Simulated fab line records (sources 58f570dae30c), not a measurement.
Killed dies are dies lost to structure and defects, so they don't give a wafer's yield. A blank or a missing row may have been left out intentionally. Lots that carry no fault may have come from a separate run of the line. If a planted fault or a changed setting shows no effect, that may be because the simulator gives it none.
fab line records	flow berkeley_cmos170
record: lots: 14	wafers: 42	last_day: 13
route steps=331 shown WELLDRIVE@56 NSD@194 M1@238 M3@324
lots untouched by any fault: they come from a run of this same line in which no faults occurred
start_h: the number of hours between the record's first day and the start of the first shown wafer of the lot	wait_h: hours elapsed since this lot's preceding step	" the same as in the row above	L1.1+2: a single row standing in for several wafers	- no value, or no start given	* or withheld: withheld	< > ~ a bound
route shown NAME@n: names a module that has steps shown in the file, with the first one's number in the route	usual: the fault-free wafers' mean and standard deviation	same: alike in all rows	chamber/n: place in a boat	sites: the reading at each site	_std_site: their standard deviation	_edge_site: mean of outer sites minus mean of inner sites	radius_mm: for every site, how far away it sits from the centre of the wafer	mask NAME#n: copy n	behind: tool/chamber where the wafer was last shaped	hold: reason for holding the lot/hours on hold/outcome of the hold	device: the transistor (n, p or np) that didn't switch	end of line: the tests these same wafers got at the end of their route	step lacking rows: just its recipe	killed: count of dies lost to structure and defects at first sort (not the wafer's yield)	map: dies across one wafer; x = killed, . = not, _ = none there
set.NAME: the setting that was run; set.NAME@STEP: the one run at that earlier step	model.NAME: the simulator's own value behind a step, which no gauge read
a sample of lots followed through the steps of the route, with each step as a table and each wafer as a row
services: when a tool's chamber went out of use (start_h, in hours from the record's first day, below 0 if earlier), for how many hours, and the reason
== steps ==
step: UCB170_WELLDRIVE_OXIDATION_01
recipe: temp_c: 1100	ambient: O2	target_thk_a: 1990	ox_time_s: 9000
usual: spike_tc_centre_C: 1102.5/1.4	spike_tc_load_C: 1127/3.6	spike_tc_source_C: 1127.3/1.3	tube_center_temp_C: 1100/0.1	tube_center_temp_C_max: 1102.9/0.52	zone_power_centre_pct: 49.5/2.6	zone_power_source_pct: 41.7/3
lot.wafer	tool	chamber	start_h	wait_h	spike_tc_centre_C	spike_tc_load_C	spike_tc_source_C	tube_center_temp_C	tube_center_temp_C_max	zone_power_centre_pct	zone_power_source_pct
L395.1	furnace-02	0	73.54	3.7	1105.6	1133	1127.9	1100	1103.7	49.1	47.4
L395.4	"	0	"	"	1104.2	1133	1128.5	1100.1	1102.5	48.5	47.5
L395.6	"	0	"	"	1104.4	1134	1126.0	1099.9	1102.6	49.2	46.6
L397.1	furnace-01	0	82.15	6.9	1100.5	1126	1125.2	1100	1102.7	46.2	41.0
L397.4	"	0	"	"	1100.6	1125	1127.7	1100	1102.8	46.5	39.7
L397.6	"	0	"	"	1102.4	1126	1125.2	1100.1	1102.0	46.0	40.5
L398.2	furnace-01	0	82.15	3.2	1102.1	1124	1126.3	1099.9	1103.2	47.0	40.1
L398.4	"	0	"	"	1101.5	1124	1126.3	1100	1103.1	47.3	39.7
L398.6	"	0	"	"	1100.9	1126	1126.7	1100.1	1103.1	47.0	39.7
L399.2	furnace-01	0	82.15	0.2	1102.4	1128	1126.1	1099.9	1102.7	46.7	39.3
L399.4	"	0	"	"	1101.0	1124	1127.0	1099.9	1101.8	45.9	39.9
L399.6	"	0	"	"	1100.9	1127	1126.5	1099.9	1102.9	46.6	38.7
L401.2	furnace-01	0	96.58	4.7	1103.2	1124	1127.2	1100	1103.6	47.0	40.0
L401.3	"	0	"	"	1102.2	1127	1127.5	1100.1	1102.5	47.4	39.9
L401.6	"	0	"	"	1100.9	1123	1125.3	1099.9	1102.7	47.3	39.8
L402.1	furnace-01	0	96.58	4.4	1102.8	1125	1126.2	1100	1104.1	46.6	39.4
L402.4	"	0	"	"	1102.0	1126	1126.2	1100	1104.7	45.5	39.2
L402.6	"	0	"	"	1102.1	1125	1124.7	1099.8	1102.5	46.0	39.7
L403.1	furnace-01	0	96.58	4.5	1103.7	1124	1127.8	1100	1103.3	46.6	40.0
L403.3	"	0	"	"	1102.5	1127	1125.6	1099.9	1102.6	47.4	39.5
L403.4	"	0	"	"	1101.7	1127	1125.0	1100	1103.4	45.9	39.3
L404.2	furnace-02	0	116.14	3.0	1104.2	1133	1127.8	1099.9	1103.8	48.4	47.2
L404.3	"	0	"	"	1102.9	1133	1128.1	1099.9	1102.8	49.1	47.9
L404.6	"	0	"	"	1105.2	1133	1127.3	1100	1102.2	49.3	47.3
L405.1	furnace-02	0	125.64	3.1	1105.3	1134	1129.7	1099.9	1103.3	47.7	47.9
L405.5	"	0	"	"	1104.4	1136	1128.4	1099.9	1103.0	49.2	48.0
L405.6	"	0	"	"	1104.3	1132	1128.4	1100.1	1102.7	49.1	47.1
L406.1	furnace-02	0	133.39	3.6	1083.5	1113	1106.2	1080	1083.2	48.1	44.7
L406.3	"	0	"	"	1082.4	1115	1108.4	1079.9	1082.7	48.2	45.3
L406.5	"	0	"	"	1084.8	1112	1108.8	1080	1082.7	47.9	46.1
L407.2	furnace-02	0	133.39	3.6	1084.7	1114	1105.8	1080.1	1083.8	48.0	45.4
L407.4	"	0	"	"	1083.0	1113	1107.0	1079.8	1082.8	47.5	44.7
L407.6	"	0	"	"	1082.7	1113	1106.1	1080	1082.8	47.5	45.4
L408.1	furnace-04	0	138.84	4.4	1104.9	1124	1129.0	1099.9	1103.8	51.2	40.4
L408.4	"	0	"	"	1103.4	1123	1128.8	1100	1103.0	52.6	39.9
L408.6	"	0	"	"	1102.8	1124	1129.1	1100.1	1103.6	51.5	40.7
L416.2	furnace-04	0	171.39	4.1	1102.6	1123	1128.3	1100	1103.0	53.2	40.7
L416.5	"	0	"	"	1102.6	1125	1128.3	1100	1102.6	52.1	41.1
L416.6	"	0	"	"	1103.2	1124	1127.8	1100	1102.8	51.8	40.7
L417.1	furnace-04	0	171.39	4.1	1103.7	1125	1128.7	1100	1102.9	52.5	40.9
L417.3	"	0	"	"	1103.6	1124	1126.6	1100.2	1102.6	53.0	40.3
L417.4	"	0	"	"	1104.7	1124	1129.9	1100.1	1102.8	52.7	41.0
step: UCB170_WELLDRIVE_THK_MEAS_02
recipe: reads: SiO2_of_WELLDRIVE_OXIDATION_01
usual: WELLDRIVE_OXIDE_THK: 200.0/2.8
lot.wafer	tool	chamber	start_h	wait_h	WELLDRIVE_OXIDE_THK[nm]
L395.1	film_metro-02	-	77.04	0.0	197.6
L395.4	"	-	"	"	196.7
L395.6	"	-	"	"	201.0
L397.1	film_metro-01	-	85.65	0.0	205.6
L397.4	"	-	"	"	202.8
L397.6	"	-	"	"	202.7
L398.2	film_metro-02	-	85.66	0.0	194.9
L398.4	"	-	"	"	200.5
L398.6	"	-	"	"	196.2
L399.2	film_metro-02	-	85.72	0.1	197.8
L399.4	"	-	"	"	202.4
L399.6	"	-	"	"	202.3
L403.1	film_metro-01	-	100.08	0.0	200.4
L403.3	"	-	"	"	197.3
L403.4	"	-	"	"	198.9
L401.2	film_metro-04	-	100.09	0.0	198.5
L401.3	"	-	"	"	199.8
L401.6	"	-	"	"	195.3
L402.1	film_metro-02	-	100.12	0.0	193.6
L402.4	"	-	"	"	197.5
L402.6	"	-	"	"	197.7
L404.2	film_metro-01	-	119.65	0.0	195.5
L404.3	"	-	"	"	199.9
L404.6	"	-	"	"	195.1
L405.1	film_metro-01	-	129.14	0.0	199.1
L405.5	"	-	"	"	197.3
L405.6	"	-	"	"	198.5
L406.1	film_metro-02	-	136.89	0.0	174.7
L406.3	"	-	"	"	173.6
L406.5	"	-	"	"	176.1
L407.2	film_metro-04	-	136.90	0.0	176.0
L407.4	"	-	"	"	175.7
L407.6	"	-	"	"	175.2
L408.1	film_metro-04	-	142.34	0.0	203.8
L408.4	"	-	"	"	201.1
L408.6	"	-	"	"	202.8
L417.1	film_metro-02	-	174.89	0.0	200.3
L417.3	"	-	"	"	197.5
L417.4	"	-	"	"	201.5
L416.2	film_metro-04	-	174.90	0.0	197.7
L416.5	"	-	"	"	199.6
L416.6	"	-	"	"	198.8
step: UCB170_NSD_OVL_MEAS_07
usual: NSD_OVL: 1/5.8
lot.wafer	tool	chamber	start_h	wait_h	NSD_OVL[nm]
L395.1	overlay-02	-	176.34	0.1	4
L395.4	"	-	"	"	11
L395.6	"	-	"	"	10
L397.1	overlay-02	-	185.84	0.1	1
L397.4	"	-	"	"	2
L397.6	"	-	"	"	5
L398.2	overlay-02	-	186.32	0.1	12
L398.4	"	-	"	"	0
L398.6	"	-	"	"	9
L399.2	overlay-02	-	186.56	0.1	-5
L399.4	"	-	"	"	-5
L399.6	"	-	"	"	-8
L402.1	overlay-02	-	198.52	0.1	-3
L402.4	"	-	"	"	3
L402.6	"	-	"	"	5
L401.2	overlay-02	-	198.89	0.1	11
L401.3	"	-	"	"	-1
L401.6	"	-	"	"	4
L403.1	overlay-02	-	199.12	0.1	-8
L403.3	"	-	"	"	-1
L403.4	"	-	"	"	-1
L404.2	overlay-01	-	217.39	0.1	-11
L404.3	"	-	"	"	-5
L404.6	"	-	"	"	-13
L405.1	overlay-02	-	217.64	0.1	12
L405.5	"	-	"	"	6
L405.6	"	-	"	"	2
L406.1	overlay-01	-	233.11	0.1	3
L406.3	"	-	"	"	3
L406.5	"	-	"	"	-1
L407.2	overlay-01	-	233.36	0.1	-4
L407.4	"	-	"	"	-4
L407.6	"	-	"	"	-2
L408.1	overlay-01	-	233.63	0.1	-1
L408.4	"	-	"	"	3
L408.6	"	-	"	"	-3
L417.1	overlay-02	-	276.98	0.1	0
L417.3	"	-	"	"	-8
L417.4	"	-	"	"	-1
L416.2	overlay-02	-	277.33	0.1	2
L416.5	"	-	"	"	2
L416.6	"	-	"	"	7
step: UCB170_M1_SPUTTER_00
recipe: material: Al	target_thk_nm: 600	time_s: 80	power_w: 6000	chamber_pressure_pa: 0.5
usual: throttle_valve_pct: 30.5/0.77
lot.wafer	tool	chamber	start_h	wait_h	throttle_valve_pct
L395.1	pvd_sputter-02	-	183.39	0.0	29.7
L395.4	"	-	"	"	31.8
L395.6	"	-	"	"	31.2
L397.1	pvd_sputter-01	-	193.41	0.0	31.1
L397.4	"	-	"	"	30.2
L397.6	"	-	"	"	30.5
L398.2	pvd_sputter-02	-	194.15	0.0	31.3
L398.4	"	-	"	"	31.8
L398.6	"	-	"	"	30.1
L399.2	pvd_sputter-01	-	197.53	0.0	31.1
L399.4	"	-	"	"	30.1
L399.6	"	-	"	"	31.0
L401.2	pvd_sputter-02	-	211.33	0.0	29.7
L401.3	"	-	"	"	29.8
L401.6	"	-	"	"	30.2
L402.1	pvd_sputter-01	-	211.57	0.0	30.9
L402.4	"	-	"	"	30.1
L402.6	"	-	"	"	30.4
L403.1	pvd_sputter-02	-	211.93	0.0	29.9
L403.3	"	-	"	"	31.9
L403.4	"	-	"	"	29.7
L404.2	pvd_sputter-02	-	224.37	0.0	29.7
L404.3	"	-	"	"	30.2
L404.6	"	-	"	"	30.5
L405.1	pvd_sputter-02	-	224.48	0.0	29.5
L405.5	"	-	"	"	30.2
L405.6	"	-	"	"	31.3
L406.1	pvd_sputter-02	-	244.54	0.0	31.7
L406.3	"	-	"	"	31.0
L406.5	"	-	"	"	31.7
L407.2	pvd_sputter-01	-	244.54	0.0	31.1
L407.4	"	-	"	"	30.3
L407.6	"	-	"	"	31.0
L408.1	pvd_sputter-02	-	247.66	0.0	31.0
L408.4	"	-	"	"	31.6
L408.6	"	-	"	"	29.7
L417.1	pvd_sputter-04	-	289.85	0.0	30.0
L417.3	"	-	"	"	30.4
L417.4	"	-	"	"	29.5
L416.2	pvd_sputter-01	-	292.49	0.0	30.3
L416.5	"	-	"	"	31.3
L416.6	"	-	"	"	30.4
step: UCB170_M3_CD_MEAS_15
recipe: target_cd_nm: 700
usual: cd_nm: 700.3/1.3
lot.wafer	tool	chamber	start_h	wait_h	cd_nm
L395.1	cd_sem-02	-	202.56	-	699.5
L395.4	"	-	"	"	700.1
L395.6	"	-	"	"	701.6
L397.1	cd_sem-02	-	210.43	-	703.2
L397.4	"	-	"	"	702.4
L397.6	"	-	"	"	702.6
L398.2	cd_sem-02	-	212.36	-	699.1
L398.4	"	-	"	"	699.4
L398.6	"	-	"	"	697.6
L399.2	cd_sem-02	-	214.28	-	701.7
L399.4	"	-	"	"	699.6
L399.6	"	-	"	"	700.8
L401.2	cd_sem-01	-	224.38	-	700.0
L401.3	"	-	"	"	698.4
L401.6	"	-	"	"	699.8
L402.1	cd_sem-01	-	225.44	-	699.0
L402.4	"	-	"	"	700.6
L402.6	"	-	"	"	700.4
L403.1	cd_sem-01	-	226.51	-	699.7
L403.3	"	-	"	"	699.9
L403.4	"	-	"	"	700.5
L405.1	cd_sem-02	-	246.75	-	699.1
L405.5	"	-	"	"	699.9
L405.6	"	-	"	"	699.1
L404.2	cd_sem-02	-	247.18	-	702.5
L404.3	"	-	"	"	701.7
L404.6	"	-	"	"	701.2
L406.1	cd_sem-02	-	264.01	-	700.8
L406.3	"	-	"	"	699.2
L406.5	"	-	"	"	701.1
L408.1	cd_sem-01	-	265.57	-	698.1
L408.4	"	-	"	"	697.5
L408.6	"	-	"	"	698.3
L407.2	cd_sem-01	-	265.95	-	701.3
L407.4	"	-	"	"	701.4
L407.6	"	-	"	"	700.7
L417.1	cd_sem-01	-	307.93	-	700.5
L417.3	"	-	"	"	700.0
L417.4	"	-	"	"	700.0
L416.2	cd_sem-01	-	313.15	-	700.2
L416.5	"	-	"	"	700.7
L416.6	"	-	"	"	700.7
== services ==
tool	chamber	start_h	hours	kind
pvd_sputter-04	-	75.63	5.2	repair
furnace-02	-	92.51	11.5	pm
pvd_sputter-04	-	160.38	10.7	repair
furnace-01	-	182.83	3.3	pm
furnace-02	-	197.23	3.4	pm
pvd_sputter-04	-	204.49	54.0	repair
furnace-04	-	213.67	3.3	pm
pvd_sputter-01	-	215.17	3.0	repair
pvd_sputter-01	-	221.68	7.6	repair
furnace-02	-	241.08	1.6	pm
furnace-02	-	242.70	3.5	pm
pvd_sputter-04	-	243.34	4.1	repair
== key ==
first_sign: step: UCB170_WELLDRIVE_OXIDATION_01	reading: tube_center_temp_C	direction: down	sigmas: 99+	usual: *	struck: *
effect: step: UCB170_WELLDRIVE_OXIDATION_01	reading: tube_center_temp_C_max	direction: down	sigmas: 39	usual: *	struck: *
effect: step: UCB170_WELLDRIVE_THK_MEAS_02	reading: WELLDRIVE_OXIDE_THK	direction: down	sigmas: 8.9	usual: 200.0	struck: 175.2
met_at UCB170_WELLDRIVE_OXIDATION_01
struck_lots L406,L407
tester_left_out L406,L407
not_acting_at UCB170_NSD_OVL_MEAS_07,UCB170_M1_SPUTTER_00,UCB170_M3_CD_MEAS_15
onset_between 125.64 133.39
fault: kind: process_parameter_drift	tool: furnace-02	chamber: -	onset_h: 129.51	steps: UCB170_WELLDRIVE_OXIDATION_01	channel: temp_c	offset: *	shape: step	end_h: 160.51	acts_in: *	stated: *
tester_left_out: of these lots the tester's yield and bins aren't shown, on N5 and GAA mostly nor the transistor test; their killed dies are dies lost to structure and defects alone, not to doping, threshold or leakage, so they don't give the yield
